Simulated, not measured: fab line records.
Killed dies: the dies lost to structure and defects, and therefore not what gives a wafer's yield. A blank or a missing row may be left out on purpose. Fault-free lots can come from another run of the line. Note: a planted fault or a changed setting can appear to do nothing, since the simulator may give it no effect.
Code-filled problem report in 8D (eight disciplines) form || flow ritCmos || the parts of the form that need people (team, actions taken, sign-off) are left out

## 1. WHAT IS WRONG
heaterPowerTotalW at RIT_NLDD_HARDBAKE_07 reads a mean of 67.67 W on 6 wafers of 2 lots; wafers without a fault read 62.55 W with a standard deviation of 0.051. So: +99 or more standard deviations from the usual mean.
The step: time 60 s.
First seen on wafer L922.2, day 3 08:40, on lithoTrack-03. Wafers with a number at this step in the record: 42, from 14 lots. The rule behind "out" and "out of limits": a value lying over 4 standard deviations away from the usual mean. Any other wafer with a number is counted as sound.

## 2. WHAT IT IS; WHAT IT IS NOT
{"question": "which readings at this step", "is": "heaterPowerTotalW, plateTempC", "is not": "exhaustPa"}
{"question": "which lots", "is": "L922, L925", "is not": "L920, L921, L926, L933, L934, L936, L937, L938, L940, L941, L942, L943"}
{"question": "which wafers of those lots", "is": "all that have a number", "is not": "-"}
{"question": "read on which tools", "is": "lithoTrack-03", "is not": "lithoTrack-01, lithoTrack-02"}
{"question": "when", "is": "from day 3 08:40", "is not": "up to then (6 sound wafers); but 30 sound wafers of L926, L933, L934, L936, L937, L938, L940, L941, L942, L943 came after"}

## 3. SUSPECTS, AND WHAT RULES EACH OUT
Counting: a tool at any process step up to the reading remains a suspect when it ran all the lots that are out and ran no sound lot after the first of those.
- lithoTrack-03 at RIT_NLDD_HARDBAKE_07 (time 60 s): kept. It processed each lot that is out, first L922 at day 3 08:40, and no sound lot thereafter; up to then, the last sound lot it processed was L921 at day 3 03:42. Its own heaterPowerTotalW, plateTempC readings are out on those wafers.
Remaining after the count: lithoTrack-03 at RIT_NLDD_HARDBAKE_07.

## 4. THE CAUSE (what the simulator had put in)
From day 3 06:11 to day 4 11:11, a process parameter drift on lithoTrack-03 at RIT_NLDD_HARDBAKE_07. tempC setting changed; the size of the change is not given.
After counting, this tool was the only one left.

## 5. THE CHAIN OF EFFECTS, in route order
Each row: a reading where the mean over the struck wafers with a number is more than 3 standard deviations away from the usual. Scope: only readings with a usual standard deviation given in the record; hours: median across lots of the time from each lot's start at the first step in this table that gives one to its start at this step; sigmas: change in usual standard deviations.
{"hours": 0, "step": "RIT_NLDD_HARDBAKE_07", "reading": "heaterPowerTotalW", "usual": "62.55 W", "on struck wafers": 67.67, "change": "+5.12", "sigmas": "+99 or more"}
{"hours": 0, "step": "RIT_NLDD_HARDBAKE_07", "reading": "plateTempC", "usual": "139.97 C", "on struck wafers": 148.74, "change": "+8.77", "sigmas": "+67"}
Its process steps:
- RIT_NLDD_HARDBAKE_07: time 60 s.

## 6. HOW IT WOULD HAVE BEEN CAUGHT EARLIER
First out-of-limits reading in this record: day 3 08:40, which is 2 hours after fault onset at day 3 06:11.
